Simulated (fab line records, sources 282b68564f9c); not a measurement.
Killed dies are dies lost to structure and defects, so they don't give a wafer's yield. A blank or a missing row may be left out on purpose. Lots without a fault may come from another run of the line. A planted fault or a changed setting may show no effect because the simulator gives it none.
fab line records | flow rit_cmos
record lots=13 wafers=39 last_day=6
route steps=202 shown M1@184
lots that met no fault: from a run of the same line without faults
start_h: hours from the record's first day to the start of the lot's first wafer shown | wait_h: hours since the lot's step before | " the same as in the row above | L1.1+2: a row that stands for several wafers | - no value, or no start given | * or withheld: withheld | < > ~ a bound
route shown NAME@n: a module of which the file shows steps, and the number in the route of the first | usual: mean/standard deviation of fault-free wafers | same: alike in all rows | chamber/n: place in a boat | sites: the reading at each site | _std_site: their standard deviation | _edge_site: outer sites' mean less inner sites' | radius_mm: how far each site lies from the wafer's centre | mask NAME#n: copy n | behind: the tool/chamber that last shaped the wafer | hold: why the lot was held/for how many hours/how that ended | device: the transistor (n, p or np) that didn't switch | end of line: the same wafers' tests at the end of the route | a step without rows: its recipe alone | killed: dies lost to structure and defects at the first sort, not the wafer's yield | map: a wafer's dies, x killed, . not, _ none there
set.NAME: the setting as run; set.NAME@STEP: as run at that earlier step | model.NAME: the simulator's own value behind a step, which no gauge read
steps of the route over a sample of lots; a table a step, a row a wafer
services: from which hour (start_h, from the record's first day; less than 0 if before it) a tool's chamber was out of use, for how many hours, and why
## steps
# step RIT_M1_SPUTTER_00
# recipe material=Al target_thk_nm=400 power_w=2000 chamber_pressure_pa=0.4 gas=Ar time_s=500 substrate_temp_c=25
# usual substrate_temp_c=24.99/0.1 throttle_valve_pct=30.3/0.96
# columns lot.wafer tool chamber start_h wait_h substrate_temp_c throttle_valve_pct
L626.3 pvd_sputter-03 - 55.88 0.0 24.92 30.9
L626.4 " - " " 25.07 29.7
L626.6 " - " " 24.90 32.2
L627.1 pvd_sputter-04 - 57.99 0.0 24.89 29.4
L627.4 " - " " 25.01 30.4
L627.5 " - " " 25.03 30.3
L628.3 pvd_sputter-03 - 62.07 0.0 24.92 30.8
L628.5 " - " " 24.88 32.1
L628.6 " - " " 24.98 30.2
L630.2 pvd_sputter-03 - 72.21 0.0 25.10 30.3
L630.3 " - " " 25.06 31.3
L630.4 " - " " 24.82 32.1
L631.1 pvd_sputter-04 - 79.84 0.0 24.87 30.4
L631.2 " - " " 24.87 29.4
L631.3 " - " " 25.03 30.3
L632.2 pvd_sputter-03 - 83.07 0.0 25.04 29.2
L632.4 " - " " 25.00 30.9
L632.6 " - " " 25.13 30.1
L633.1 pvd_sputter-04 - 89.09 0.0 24.96 30.1
L633.2 " - " " 25.01 30.3
L633.4 " - " " 25.00 30.4
L635.1 pvd_sputter-04 - 97.36 0.0 24.90 29.7
L635.2 " - " " 25.08 30.5
L635.5 " - " " 24.86 29.7
L636.2 pvd_sputter-03 - 103.28 0.0 24.95 32.4
L636.5 " - " " 24.89 30.1
L636.6 " - " " 25.04 32.2
L637.2 pvd_sputter-03 - 113.83 0.0 25.07 31.2
L637.4 " - " " 25.01 32.3
L637.6 " - " " 25.03 32.1
L638.1 pvd_sputter-02 - 116.40 0.0 24.89 29.1
L638.2 " - " " 24.94 30.0
L638.5 " - " " 25.09 29.1
L642.2 pvd_sputter-03 - 133.94 0.0 25.07 31.0
L642.3 " - " " 25.04 30.4
L642.6 " - " " 25.12 29.5
L643.3 pvd_sputter-04 - 138.94 0.0 24.95 29.5
L643.4 " - " " 25.07 30.4
L643.6 " - " " 24.93 29.5
# step RIT_M1_RS_MEAS_01
# recipe thk_meas_gauge=four-point-probe reads=Al_of_M1_SPUTTER_00
# usual M1_AL_RS=0.0737/0.00093
# columns lot.wafer tool chamber start_h wait_h M1_AL_RS[ohm/sq]
L626.3 film_metro-03 - 56.21 0.2 0.0727
L626.4 " - " " 0.0744
L626.6 " - " " 0.0726
L627.1 film_metro-01 - 58.28 0.1 0.0736
L627.4 " - " " 0.0738
L627.5 " - " " 0.0730
L628.3 film_metro-03 - 62.41 0.2 0.0737
L628.5 " - " " 0.0731
L628.6 " - " " 0.0752
L630.2 film_metro-02 - 72.53 0.2 0.0742
L630.3 " - " " 0.0733
L630.4 " - " " 0.0732
L631.1 film_metro-03 - 80.13 0.1 0.0740
L631.2 " - " " 0.0730
L631.3 " - " " 0.0742
L632.2 film_metro-02 - 83.39 0.2 0.0741
L632.4 " - " " 0.0741
L632.6 " - " " 0.0740
L633.1 film_metro-03 - 89.39 0.1 0.0734
L633.2 " - " " 0.0731
L633.4 " - " " 0.0736
L635.1 film_metro-03 - 97.65 0.1 0.0752
L635.2 " - " " 0.0746
L635.5 " - " " 0.0753
L636.2 film_metro-02 - 103.60 0.2 0.0724
L636.5 " - " " 0.0732
L636.6 " - " " 0.0723
L637.2 film_metro-01 - 114.14 0.2 0.0742
L637.4 " - " " 0.0731
L637.6 " - " " 0.0728
L638.1 film_metro-01 - 116.69 0.1 0.0733
L638.2 " - " " 0.0740
L638.5 " - " " 0.0745
L642.2 film_metro-02 - 134.25 0.2 0.0563
L642.3 " - " " 0.0729
L642.6 " - " " 0.0727
L643.3 film_metro-03 - 139.28 0.2 0.0747
L643.4 " - " " 0.0748
L643.6 " - " " 0.0727
# step RIT_M1_THK_MEAS_02
# recipe thk_meas_gauge=xrf reads=Al_of_M1_SPUTTER_00
# usual M1_AL_THK=399/5.2
# columns lot.wafer tool chamber start_h wait_h M1_AL_THK[nm]
L626.3 film_metro-03 - 56.31 0.1 407
L626.4 " - " " 398
L626.6 " - " " 407
L627.1 film_metro-01 - 58.40 0.1 399
L627.4 " - " " 399
L627.5 " - " " 401
L628.3 film_metro-03 - 62.51 0.1 402
L628.5 " - " " 405
L628.6 " - " " 394
L630.2 film_metro-02 - 72.64 0.1 395
L630.3 " - " " 399
L630.4 " - " " 402
L631.1 film_metro-03 - 80.25 0.1 402
L631.2 " - " " 407
L631.3 " - " " 399
L632.2 film_metro-02 - 83.50 0.1 394
L632.4 " - " " 393
L632.6 " - " " 399
L633.1 film_metro-03 - 89.51 0.1 405
L633.2 " - " " 404
L633.4 " - " " 402
L635.1 film_metro-03 - 97.77 0.1 393
L635.2 " - " " 398
L635.5 " - " " 396
L636.2 film_metro-02 - 103.71 0.1 402
L636.5 " - " " 395
L636.6 " - " " 401
L637.2 film_metro-01 - 114.25 0.1 396
L637.4 " - " " 403
L637.6 " - " " 405
L638.1 film_metro-01 - 116.81 0.1 403
L638.2 " - " " 400
L638.5 " - " " 396
L642.2 film_metro-02 - 134.36 0.1 515
L642.3 " - " " 401
L642.6 " - " " 402
L643.3 film_metro-03 - 139.38 0.1 394
L643.4 " - " " 392
L643.6 " - " " 404
# step RIT_M1_METAL_ETCH_12
# recipe stop_on=SiO2 chemistry=Cl2/BCl3 target=Al time_s=165 over_etch_frac=0.5 pressure_mtorr=100 target_depth_a=6000 rf_w=250 Cl2_flow_sccm=60 bcl3_flow_sccm=50
# usual drypump_motor_current_A=5.7/0.36 he_backside_leak_sccm=3.4/0.36 oes_product_au=0.770/0.011 throttle_valve_pct=8.30/0.15
# columns lot.wafer tool chamber start_h wait_h drypump_motor_current_A he_backside_leak_sccm oes_product_au rf_hours_counter_h throttle_valve_pct
L626.3 rie_metal-01 0 57.69 0.2 6.1 3.6 0.774 - 8.08
L626.4 " 1 " " 5.3 3.1 0.758 - 8.46
L626.6 " 1 " " 5.3 3.3 0.781 - 8.47
L627.1 rie_metal-03 1 59.97 0.2 6.1 3.7 0.762 1 8.31
L627.4 " 1 " " 6.1 4.9 0.776 - 8.31
L627.5 " 0 " " 5.4 3.4 0.790 - 8.45
L628.3 rie_metal-04 0 64.01 0.2 5.5 3.0 0.771 - 8.15
L628.5 " 0 " " 5.6 3.1 0.771 - 8.14
L628.6 " 1 " " 5.4 3.7 0.767 - 8.38
L630.2 rie_metal-03 1 74.03 0.2 6.1 3.6 0.766 - 8.31
L630.3 " 1 " " 6.0 3.5 0.763 - 8.31
L630.4 " 1 " " 6.1 3.7 0.761 - 8.32
L631.1 rie_metal-04 1 81.95 0.2 5.4 3.6 0.778 33 8.38
L631.2 " 0 " " 5.5 3.1 0.776 38 8.14
L631.3 " 1 " " 5.4 3.4 0.771 - 8.38
L632.2 rie_metal-01 0 84.96 0.2 6.1 3.3 0.762 3 8.07
L632.4 " 1 " " 5.3 3.3 0.759 - 8.46
L632.6 " 1 " " 5.3 3.2 0.761 - 8.46
L633.1 rie_metal-03 1 90.85 0.2 6.1 3.7 0.771 1 8.31
L633.2 " 1 " " 6.1 3.6 0.766 - 8.29
L633.4 " 1 " " 6.1 3.5 0.759 - 8.33
L635.1 rie_metal-01 0 99.24 0.2 6.1 3.5 0.751 3 8.07
L635.2 " 1 " " 5.3 3.5 0.762 3 8.46
L635.5 " 0 " " 6.1 3.5 0.750 - 8.05
L636.2 rie_metal-03 1 105.05 0.2 6.1 3.5 0.776 1 8.30
L636.5 " 1 " " 6.1 3.7 0.767 - 8.31
L636.6 " 0 " " 5.4 3.3 0.790 - 8.46
L637.2 rie_metal-04 1 115.81 0.2 5.4 3.6 0.775 33 8.39
L637.4 " 1 " " 5.4 3.5 0.780 - 8.38
L637.6 " 0 " " 5.5 3.1 0.779 - 8.14
L638.1 rie_metal-01 0 118.42 0.2 6.1 3.4 0.762 3 8.07
L638.2 " 1 " " 5.3 3.1 0.770 3 8.48
L638.5 " 1 " " 5.3 3.0 0.763 - 8.48
L642.2 rie_metal-03 1 135.82 0.2 6.1 3.4 0.898 2 8.28
L642.3 " 0 " " 5.4 3.2 0.784 - 8.44
L642.6 " 0 " " 5.4 3.1 0.785 - 8.46
L643.3 rie_metal-01 0 140.90 0.2 6.1 3.5 0.765 - 8.08
L643.4 " 1 " " 5.3 5.1 0.764 - 8.45
L643.6 " 1 " " 5.3 3.0 0.774 - 8.45
# step RIT_M1_PROBE_99
# usual defect_limited_yield=97.2/1.1 killed_at_M0_to_M3=0.0/0.083 killed_at_contacts=0.1/0.36 killed_at_front_end=7.2/2.9 killed_dies=7.4/2.9 killed_open=3.8/2 killed_short=3.5/2
# same gross_dies=264 killed_at_M4_up=0 killed_at_back_side=0 killed_at_other=0
# columns lot.wafer tool chamber start_h wait_h defect_limited_yield[%] killed_at_M0_to_M3 killed_at_contacts killed_at_front_end killed_dies killed_open killed_short
L627.1 prober-01 - 62.36 0.1 97.3 0 0 7 7 2 5
L627.4 prober-01 - 62.51 0.2 96.2 0 0 10 10 5 5
L627.5 prober-01 - 62.56 0.2 94.7 0 0 14 14 10 4
L631.1 prober-01 - 84.20 0.1 97.0 0 0 8 8 1 7
L631.2 prober-01 - 84.25 0.1 98.1 0 0 5 5 2 2
L631.3 prober-01 - 84.30 0.2 98.1 0 0 5 5 3 2
L635.1 prober-01 - 101.94 0.1 96.2 0 0 10 10 2 8
L635.2 prober-01 - 101.99 0.1 96.6 0 1 8 9 4 5
L635.5 prober-01 - 102.14 0.2 97.0 0 0 8 8 6 2
L636.2 prober-02 - 107.55 0.1 98.5 0 0 4 4 3 1
L636.5 prober-02 - 107.70 0.2 98.1 0 1 4 5 2 3
L636.6 prober-02 - 107.75 0.2 97.0 0 0 8 8 2 6
L642.2 prober-01 - 138.56 0.1 99.6 0 0 1 1 0 1
L642.3 prober-01 - 138.61 0.2 98.5 0 0 4 4 3 1
L642.6 prober-01 - 138.76 0.2 97.7 0 0 6 6 5 1
L643.3 prober-02 - 143.21 0.2 97.7 0 0 6 6 2 4
L643.4 prober-02 - 143.26 0.2 98.1 0 0 5 5 3 2
L643.6 prober-02 - 143.36 0.2 97.7 0 0 6 6 2 4
# killed by level:class
L627.1 GATE:geometric_particle:short=3 GATE:geometric_particle:open=1 REOX:geometric_particle:open=1 SPACER:geometric_particle:short=1 SILICIDE:geometric_particle:short=1
L627.4 GATE:geometric_particle:open=3 GATE:geometric_particle:short=2 SILICIDE:geometric_particle:short=2 ACTIVE:geometric_particle:open=1 FOX2:geometric_particle:short=1 REOX:geometric_particle:open=1
L627.5 GATE:geometric_particle:open=5 SPACER:geometric_particle:open=2 SILICIDE:geometric_particle:open=2 FOX2:geometric_particle:short=1 GATE:geometric_particle:short=1 REOX:geometric_particle:short=1 REOX:geometric_particle:open=1 SPACER:geometric_particle:short=1
L631.1 FOX1:geometric_particle:short=3 SPACER:geometric_particle:short=2 FOX2:geometric_particle:open=1 FOX2:geometric_particle:short=1 GATE:geometric_particle:short=1
L631.2 GATE:geometric_particle:open=2 REOX:geometric_particle:short=1 SPACER:geometric_particle:short=1 ACTIVE:coat_microbubble_printed=1
L631.3 SPACER:geometric_particle:open=2 FOX1:geometric_particle:open=1 FOX1:geometric_particle:short=1 SPACER:geometric_particle:short=1
L635.1 SPACER:geometric_particle:short=3 FOX1:geometric_particle:short=2 ACTIVE:geometric_particle:short=1 GATE:geometric_particle:open=1 GATE:geometric_particle:short=1 REOX:geometric_particle:short=1 SPACER:geometric_particle:open=1
L635.2 GATE:geometric_particle:open=3 GATE:geometric_particle:short=2 FOX1:geometric_particle:short=1 REOX:geometric_particle:short=1 SILICIDE:geometric_particle:open=1 CONTACT:geometric_particle:short=1
L635.5 GATE:geometric_particle:open=2 GATE:geometric_particle:short=2 REOX:geometric_particle:open=2 FOX2:geometric_particle:open=1 SPACER:geometric_particle:open=1
L636.2 FOX1:geometric_particle:short=1 REOX:geometric_particle:open=1 SPACER:geometric_particle:open=1 SILICIDE:geometric_particle:open=1
L636.5 REOX:geometric_particle:short=2 FOX1:geometric_particle:open=1 REOX:geometric_particle:open=1 CONTACT:geometric_particle:short=1
L636.6 FOX1:geometric_particle:open=2 FOX1:geometric_particle:short=2 SPACER:geometric_particle:short=2 FOX2:geometric_particle:short=1 REOX:geometric_particle:short=1
L642.2 FOX1:geometric_particle:short=1
L642.3 FOX1:geometric_particle:open=2 FOX1:geometric_particle:short=1 SPACER:geometric_particle:open=1
L642.6 ACTIVE:geometric_particle:short=1 FOX1:geometric_particle:open=1 GATE:geometric_particle:open=1 REOX:geometric_particle:open=1 SPACER:geometric_particle:open=1 SILICIDE:geometric_particle:open=1
L643.3 GATE:geometric_particle:open=2 GATE:geometric_particle:short=1 REOX:geometric_particle:short=1 SPACER:geometric_particle:short=1 SILICIDE:geometric_particle:short=1
L643.4 REOX:geometric_particle:open=3 REOX:geometric_particle:short=1 SPACER:geometric_particle:short=1
L643.6 SPACER:geometric_particle:short=3 REOX:geometric_particle:open=1 REOX:geometric_particle:short=1 SPACER:geometric_particle:open=1
## services
# columns tool chamber start_h hours kind
pvd_sputter-02 - 53.78 10.5 repair
rie_metal-03 0 69.67 29.5 repair
rie_metal-04 1 99.56 8.8 repair
rie_metal-01 - 115.84 0.8 repair
pvd_sputter-03 - 120.84 3.1 repair
rie_metal-04 - 131.44 2.8 pm
rie_metal-04 - 136.12 20.0 pm
rie_metal-04 0 136.12 20.0 vent_cycle
rie_metal-04 1 136.12 20.0 vent_cycle
## key
first_sign step=RIT_M1_RS_MEAS_01 reading=M1_AL_RS direction=down sigmas=19 usual=0.0737 struck=0.0563
effect step=RIT_M1_THK_MEAS_02 reading=M1_AL_THK direction=up sigmas=22 usual=399 struck=515
effect step=RIT_M1_METAL_ETCH_12 reading=oes_product_au direction=up sigmas=12 usual=0.770 struck=0.898
met_at RIT_M1_SPUTTER_00
struck_lots L642
struck_wafers L642.2
onset_between 113.83 133.94
fault kind=process_parameter_drift tool=pvd_sputter-03 chamber=- onset_h=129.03 steps=RIT_M1_SPUTTER_00 channel=target_thk_nm offset=115.57 shape=step end_h=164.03 stated=400 scope=struck_wafers_only
